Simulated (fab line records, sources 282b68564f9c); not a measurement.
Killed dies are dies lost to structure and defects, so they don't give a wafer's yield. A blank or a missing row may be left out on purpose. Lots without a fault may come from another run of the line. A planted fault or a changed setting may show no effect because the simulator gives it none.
A struck lot beside a sound one | flow rit_cmos | 27 steps out of a route of 202
Sound: wafers L147.4, L147.5, L147.6. Struck: wafers L155.4, L155.5, L155.6. The cause comes at the end.
At each step with rows: each side's tool, then ch and its chambers, then its first start. Under that, the readings that differ: sound wafers | struck wafers | difference of the means | sigmas: that difference in standard deviations of wafers without a fault.
alike: readings whose means differ by less than 2 such deviations, and words and numbers that are the same on both sides. not compared: withheld readings, readings that some wafer has no value for, bounds like >300 that may hide the same value, and numbers for which the record gives no deviation and whose values overlap.
The two part at a step that has a row with sigmas, a row that says differs or no value, or rows on one side only. Numbers that don't overlap but have no deviation are shown without sigmas and don't part them. A reading that every wafer of one side lacks parts them only if that side has two wafers or more.

RIT_ACTIVE_BOW_MEAS_00:
  sound on film_metro-04, day 2 16:04; struck on film_metro-02, day 4 08:04
  alike: INCOMING_BOW
then, 1 step without rows for these wafers: RIT_ACTIVE_OXIDATION_01 (target thk 46.8 nm, ox time 3360 s).
RIT_ACTIVE_THK_MEAS_02:
  sound on film_metro-04, day 2 18:05; struck on film_metro-02, day 4 10:05
  alike: ACTIVE_OXIDE_THK
RIT_ACTIVE_CVD_03: deposits Si3N4 from SiH2Cl2/NH3, target thk 150 nm, time 1500 s.
  sound on lpcvd-02 ch 1, day 2 18:07; struck on lpcvd-01 ch 1, day 4 10:07
  reading                                  | sound             | struck            | difference | sigmas
  spike_tc_centre_C (C)                    | 814.2 812.1 812.0 | 842.3 840.5 838.7 | +27.7      | +28
  model.Si3N4_of_ACTIVE_CVD_03.thk_nm (nm) | 149.1 149.9 150.4 | 167.6 160.3 158.1 | +12.2      |
RIT_ACTIVE_THK_MEAS_04:
  sound on film_metro-01, day 2 19:34; struck on film_metro-01, day 4 11:34
  reading                 | sound             | struck            | difference | sigmas
  ACTIVE_NITRIDE_THK (nm) | 149.0 149.9 150.4 | 167.4 160.4 158.1 | +12.2      | +9
then, 6 steps without rows for these wafers: RIT_ACTIVE_HMDS_05 (prime time 60 s); RIT_ACTIVE_COAT_06 (resist thk 1000 nm); RIT_ACTIVE_SOFTBAKE_07 (time 60 s); RIT_ACTIVE_EXPOSE_08 (exposes mask M1, target cd 1400 nm); RIT_ACTIVE_PEB_09; RIT_ACTIVE_DEVELOP_10 (develop time 49.27 s).
RIT_ACTIVE_CD_MEAS_11: target cd 1400 nm.
  sound on cd_sem-02, day 2 20:37; struck on cd_sem-02, day 4 12:30
  alike: cd_nm
then, 1 step without rows for these wafers: RIT_ACTIVE_HARDBAKE_12 (time 60 s).
RIT_ACTIVE_ETCH_13: etches Si3N4 in SF6, stops on SiO2, time 210 s, target depth 210 nm.
  sound on rie_diel-01 ch 1,2,3, day 2 20:50; struck on rie_diel-01 ch 0,1,3, day 4 12:47
  reading                            | sound             | struck            | difference | sigmas
  model.etch.depth_nm (nm)           | 149.1 149.9 150.4 | 167.6 160.3 158.1 | +12.2      |
  model.ACTIVE.feature_depth_nm (nm) | 149.1 149.9 150.4 | 167.6 160.3 158   | +12.2      |
  alike: chamber_pressure_mTorr, drypump_motor_current_A, oes_product_au, rf_fwd_power_W, throttle_valve_pct
  not compared: rf_hours_counter_h
RIT_ACTIVE_STRIP_14: strips in O2, time 180 s.
  sound on plasma_asher-01 ch 0,1, day 2 21:02; struck on plasma_asher-01 ch 0,1, day 4 12:54
  alike: chamber_pressure_mTorr, drypump_motor_current_A
  not compared: rf_hours_counter_h
RIT_ACTIVE_CD_MEAS_90: target cd 1400 nm.
  sound on cd_sem-02, day 2 21:13; struck on cd_sem-02, day 4 13:05
  alike: cd_nm
then, 4 steps without rows for these wafers: RIT_ACTIVE_CLEAN_15 (cleans in SC1, time 600 s); RIT_ACTIVE_CLEAN_16 (cleans in dHF, time 30 s); RIT_ACTIVE_CLEAN_17 (cleans in SC2, time 600 s); RIT_FOX1_OXIDATION_00 (target thk 350.7 nm, ox time 1130 s).
RIT_FOX1_THK_MEAS_01:
  sound on film_metro-01, day 2 23:10; struck on film_metro-03, day 4 15:22
  alike: FOX1_OXIDE_THK
then, 2 steps without rows for these wafers: RIT_FOX1_WET_ETCH_02 (etches SiO2 in BOE, target depth 350 nm, time 390 s); RIT_FOX2_OXIDATION_00 (target thk 350.7 nm, ox time 1130 s).
RIT_FOX2_THK_MEAS_01:
  sound on film_metro-02, day 3 01:29; struck on film_metro-02, day 4 16:52
  alike: FOX2_OXIDE_THK
RIT_FOX2_CLEAN_02: cleans in dHF, time 180 s.
  sound on wet_bench-03 ch 1, day 3 01:31; struck on wet_bench-04 ch 2, day 4 16:53
  reading                                  | sound             | struck            | difference | sigmas
  model.Si3N4_of_ACTIVE_CVD_03.thk_nm (nm) | 129.8 130.6 131.2 | 148.3 141.1 138.8 | +12.2      |
then, 1 step without rows for these wafers: RIT_FOX2_WET_ETCH_03 (etches Si3N4 in H3PO4, target depth 195 nm, time 2700 s).
RIT_M1_PROBE_99:
  sound on prober-02, day 4 15:24; struck on prober-02, day 6 09:21
  alike: killed_at_front_end, killed_dies, killed_open, killed_short

WHERE THEY PART
First at RIT_ACTIVE_CVD_03; last, within this record, at RIT_ACTIVE_THK_MEAS_04. Later steps at which nothing parts them and some readings are alike: RIT_ACTIVE_CD_MEAS_11, RIT_ACTIVE_ETCH_13, RIT_ACTIVE_STRIP_14, RIT_ACTIVE_CD_MEAS_90, RIT_FOX1_THK_MEAS_01, RIT_FOX2_THK_MEAS_01, RIT_M1_PROBE_99.

WHY: what the simulator had put in
Process parameter drift: lpcvd-01, from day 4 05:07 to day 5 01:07, at RIT_ACTIVE_CVD_03. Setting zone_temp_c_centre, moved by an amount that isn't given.
